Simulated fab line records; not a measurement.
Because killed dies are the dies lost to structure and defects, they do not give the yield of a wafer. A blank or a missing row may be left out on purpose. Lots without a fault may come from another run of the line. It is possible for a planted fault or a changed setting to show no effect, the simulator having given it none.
A lot that was struck, set against a sound lot | flow rit-cmos | 19 out of 202 route steps
Sound: wafers L732.1, L732.2, L732.4. Wafers struck: L739.2, L739.3, L739.6. At the end, the cause is stated.
Order at every step that has rows: each side's tool, ch and its chambers, its first start. Under that, the readings that differ: sound wafers | struck wafers | difference of the means | sigmas: that difference in standard deviations of wafers without a fault.
alike: readings with means less than 2 such deviations apart, plus words and numbers identical on both sides. not compared: withheld readings, readings lacking a value on some wafer, bounds such as >300 that could conceal the same value, and numbers that have no deviation in the record and whose values overlap.
A row with sigmas, a row that says differs or no value, or rows on one side alone: a step with any of these is where the two part. When numbers do not overlap yet have no deviation, they are printed without sigmas and do not part them. A reading missing from all wafers of one side parts the sides only when that side holds two or more wafers.

first, 1 step without rows for these wafers: RIT_SILICIDE_WET_ETCH_00 (etches SiO2 in BOE, target depth 14 nm, time 15 s).
RIT_SILICIDE_SPUTTER_01: material Ti, target thk 30 nm, time 240 s.
  sound: pvd-sputter-02 at day 6 00:44; struck: pvd-sputter-03 at day 7 17:20
  alike: throttle-valve-pct
RIT_SILICIDE_RS_MEAS_02: measurement is done with a four-point probe.
  sound: film-metro-03 at day 6 00:53; struck: film-metro-01 at day 7 17:30
  alike: SILICIDE_TI_RS
RIT_SILICIDE_THK_MEAS_03: measures by xrf.
  sound: film-metro-03 at day 6 01:01; struck: film-metro-01 at day 7 17:37
  alike: SILICIDE_TI_THK
RIT_SILICIDE_RTA_04: time 10 s, ramp up 5 s, ramp down 5 s.
  sound on rtp-anneal-02 ch 0, day 6 01:04; struck on rtp-anneal-01 ch 0, day 7 17:40
  alike: wafer_temp_C_max
then, 1 step without rows for these wafers: RIT_SILICIDE_WET_ETCH_05 (etches Ti in SPM, time 120 s).
RIT_SILICIDE_RTA_06: time 10 s, ramp up 5 s, ramp down 10 s.
  sound on rtp-anneal-01 ch 0, day 6 01:13; struck on rtp-anneal-02 ch 0, day 7 17:46
  reading          | sound             | struck            | difference | sigmas
  wafer_temp_C_max | 753.4 752.5 753.8 | 755.8 756.7 757.2 | +3.3       | +2
RIT_CONTACT_CVD_00: deposits SiO2 from TEOS, target thk 400 nm, time 61 s.
  sound on pecvd-01 ch 0,1,2, day 6 01:17; struck on pecvd-03 ch 0,1, day 7 17:50
  alike: heater-power-w, rf-fwd-power-W
RIT_CONTACT_THK_MEAS_01:
  sound: film-metro-02 at day 6 01:20; struck: film-metro-02 at day 7 17:53
  alike: CONTACT_TEOS_THK
then, 3 steps without rows for these wafers: RIT_CONTACT_HMDS_02 (prime time 60 s); RIT_CONTACT_COAT_03 (resist thk 1000 nm); RIT_CONTACT_SOFTBAKE_04 (time 60 s).
RIT_CONTACT_EXPOSE_05: exposes mask M11, target cd 1000 nm.
  sound on iline-stepper-02 ch 0, day 6 02:01; struck on iline-stepper-01 ch 0, day 7 18:25
  reading                         | sound                | struck         | difference | sigmas
  model.CONTACT.overlay-x-nm (nm) | 0.5856 0.5856 0.5856 | -149 -149 -149 | -150       |
  alike: mask
then, 2 steps without rows for these wafers: RIT_CONTACT_PEB_06; RIT_CONTACT_DEVELOP_07 (develop time 120 s).
RIT_CONTACT_CD_MEAS_08 targets a cd of 1000 nm.
  sound: cd-sem-02 at day 6 02:32; struck: cd-sem-01 at day 7 18:56
  alike: cd-nm
RIT_CONTACT_OVL_MEAS_09:
  sound: overlay-01 at day 6 02:40; struck: overlay-01 at day 7 19:02
  reading          | sound         | struck               | difference | sigmas
  CONTACT_OVL (nm) | 0.2 -0.9 -0.7 | -150.6 -149.0 -149.1 | -149.1     | -99 or more
then, 1 step without rows for these wafers: RIT_CONTACT_HARDBAKE_10 (time 60 s).
RIT_M1_PROBE_99:
  sound: prober-01 at day 6 07:50; struck: prober-02 at day 8 00:31
  reading                                    | sound            | struck | difference | sigmas
  killed-at-front-end                        | 4 7 7            | 13     | +7         | +2
  killed-dies                                | 4 7 7            | 13     | +7         | +2
  killed-short                               | 1 3 4            | 8      | +5         | +3
  model.etest.contact-to-gate.bv-right-v (V) | 91.9 89.67 92.55 | 163.4  | +72.0      |
  model.etest.contact-to-gate.bv-left-v (V)  | 91.8 91.92 88.54 | 16.45  | -74.30     |
  alike: killed-open

WHERE THEY PART
Earliest at RIT_SILICIDE_RTA_06; latest, in this record, at RIT_M1_PROBE_99.

WHY: what had been put in by the simulator
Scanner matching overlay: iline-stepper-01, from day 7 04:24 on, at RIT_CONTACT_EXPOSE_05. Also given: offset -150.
